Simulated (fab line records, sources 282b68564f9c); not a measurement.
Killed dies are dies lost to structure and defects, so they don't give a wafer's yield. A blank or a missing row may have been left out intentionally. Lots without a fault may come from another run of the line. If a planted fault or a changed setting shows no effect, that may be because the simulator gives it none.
Struck lot and sound lot, side by side + flow rit-cmos + 30 steps out of a route of 202
Sound: the wafers L420.1, L420.3, L420.5. The struck wafers were L430.3, L430.4, L430.6. The cause is named last.
Order at every step that has rows: each side's tool, ch and its chambers, its first start. Under that, the readings that differ: sound wafers + struck wafers + difference of the means + sigmas: that difference in standard deviations of wafers without a fault.
alike: readings with means less than 2 such deviations apart, plus words and numbers identical on both sides. not compared: withheld readings, readings lacking a value on some wafer, bounds such as >300 that could conceal the same value, and numbers that have no deviation in the record and whose values overlap.
The two part at a step that has a row with sigmas, a row that says differs or no value, or rows on one side only. Numbers that don't overlap but have no deviation are shown without sigmas and don't part them. A reading that every wafer of one side lacks parts them only if that side has two wafers or more.

RIT_FOX2_THK_MEAS_01:
  struck on film-metro-01, day 3 22:07; sound on film-metro-03, day 2 03:28
  alike: FOX2_OXIDE_THK
then, 2 steps without rows for these wafers: RIT_FOX2_CLEAN_02 (cleans in dHF, time 180 s); RIT_FOX2_WET_ETCH_03 (etches Si3N4 in H3PO4, target depth 195 nm, time 2700 s).
RIT_FOX2_THK_MEAS_90:
  struck on film-metro-01, day 3 22:59; sound on film-metro-01, day 2 04:20
  alike: FIELD_OXIDE_LEFT_1_THK
then, 6 steps without rows for these wafers: RIT_NWELL_HMDS_00 (prime time 61.17 s); RIT_NWELL_COAT_01 (resist thk 1300 nm); RIT_NWELL_SOFTBAKE_02 (time 60 s); RIT_NWELL_EXPOSE_03 (exposes mask M2, target cd 43900 nm); RIT_NWELL_PEB_04; RIT_NWELL_DEVELOP_05 (develop time 68 s).
RIT_NWELL_OVL_MEAS_06:
  struck on overlay-01, day 4 00:07; sound on overlay-02, day 2 05:22
  alike: NWELL_OVL
then, 1 step without rows for these wafers: RIT_NWELL_HARDBAKE_07 (time 120 s).
RIT_NWELL_IMPLANT_08:
  sound on implanter-04 ch 0, day 2 05:40; struck on implanter-01 ch 0, day 4 00:26
| reading            | sound                         | struck                        | difference | sigmas      |
|--------------------|-------------------------------|-------------------------------|------------|-------------|
| dose-ions-cm2      | 4.996e+13 5.006e+13 4.999e+13 | 6.502e+13 6.498e+13 6.504e+13 | +1.501e+13 | +99 or more |
| faraday-current-uA | 154 158 164                   | 202 215 209                   | +50        | +16         |
  alike: tilt-deg
RIT_NWELL_STRIP_09: strips in O2, time 180 s.
  sound on plasma-asher-04 ch 0,1, day 2 05:49; struck on plasma-asher-04 ch 0,1, day 4 00:35
  alike: drypump-motor-current-A, o2-flow-sccm
  not compared: rf-hours-counter-h
RIT_NWELL_TW_MEAS_10:
  struck on film-metro-01, day 4 00:44; sound on film-metro-04, day 2 05:59
| reading  | sound          | struck         | difference | sigmas |
|----------|----------------|----------------|------------|--------|
| NWELL_TW | 2128 2119 2130 | 2350 2337 2358 | +223       | +15    |
then, 6 steps without rows for these wafers: RIT_PWELL_HMDS_00 (prime time 60 s); RIT_PWELL_COAT_01 (resist thk 1300 nm); RIT_PWELL_SOFTBAKE_02 (time 58.85 s); RIT_PWELL_EXPOSE_03 (exposes mask M3, target cd 43700 nm); RIT_PWELL_PEB_04; RIT_PWELL_DEVELOP_05 (develop time 68 s).
RIT_PWELL_OVL_MEAS_06:
  struck on overlay-02, day 4 01:47; sound on overlay-02, day 2 07:03
  alike: PWELL_OVL
then, 2 steps without rows for these wafers: RIT_PWELL_HARDBAKE_07 (time 120 s); RIT_PWELL_IMPLANT_08.
RIT_PWELL_STRIP_09: strips in O2, time 180 s.
  sound on plasma-asher-04 ch 1, day 2 07:29; struck on plasma-asher-04 ch 0,1, day 4 02:16
  alike: drypump-motor-current-A, o2-flow-sccm
  not compared: rf-hours-counter-h
RIT_PWELL_TW_MEAS_10:
  struck on film-metro-01, day 4 02:25; sound on film-metro-01, day 2 07:40
  alike: PWELL_TW
then, 1 step without rows for these wafers: RIT_WELLDRIVE_ANNEAL_00 (time 14700 s).
RIT_WELLDRIVE_RS_MEAS_01: measurement is done with a four-point probe.
  struck on film-metro-04, day 4 09:28; sound on film-metro-04, day 2 15:05
| reading           | sound             | struck            | difference | sigmas |
|-------------------|-------------------|-------------------|------------|--------|
| NWELL_RS (ohm/sq) | 274.3 276.1 276.2 | 235.2 234.7 235.1 | -40.5      | -52    |
RIT_WELLDRIVE_RS_MEAS_02: measurement is done with a four-point probe.
  struck on film-metro-04, day 4 09:35; sound on film-metro-04, day 2 15:13
  alike: PWELL_RS
RIT_M1_PROBE_99:
  struck on prober-02, day 5 19:28; sound on prober-02, day 4 00:32
| reading                                 | sound             | struck            | difference | sigmas |
|-----------------------------------------|-------------------|-------------------|------------|--------|
| model.etest.pmos_0p3.r-on-ohm-um        | 6318 6284 6313    | 6738 6740 6763    | +442       |        |
| model.etest.pmos-turned.r-on-ohm-um     | 3469 3497 3598    | 3831 4013 3829    | +370       |        |
| model.etest.pmos_0p15.r-on-ohm-um       | 2792 2791 2852    | 2984 3075 3030    | +218       |        |
| model.etest.nwell-pinched.rs-ohm-sq     | 333.4 343.1 340   | 286.5 285.1 284.6 | -53.4      |        |
| model.etest.well-edge-left.line-ohm-um  | 181.7 181.2 182.1 | 151.7 150.5 151.2 | -30.5      |        |
| model.etest.well-edge-right.line-ohm-um | 181.6 182.3 182.7 | 151.8 149.8 150.1 | -31.6      |        |
| model.etest.pmos-turned.drive-ua-um     | 186.8 185.7 178.6 | 161.5 152 157.7   | -26.6      |        |
| model.etest.pmos_0p15.drive-ua-um       | 251.1 251.9 250.9 | 228.7 224.4 228.6 | -24.1      |        |
  alike: killed-at-contacts, killed-at-front-end, killed-dies, killed-open, killed-short

== WHERE THEY PART ==
Earliest at RIT_NWELL_IMPLANT_08; latest, in this record, at RIT_WELLDRIVE_RS_MEAS_01. Later steps at which nothing parts them and some readings are alike: RIT_WELLDRIVE_RS_MEAS_02, RIT_M1_PROBE_99.

WHY: what had been put in by the simulator
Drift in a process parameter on implanter-01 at RIT_NWELL_IMPLANT_08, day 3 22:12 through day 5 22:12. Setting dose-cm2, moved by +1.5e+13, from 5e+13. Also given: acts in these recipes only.
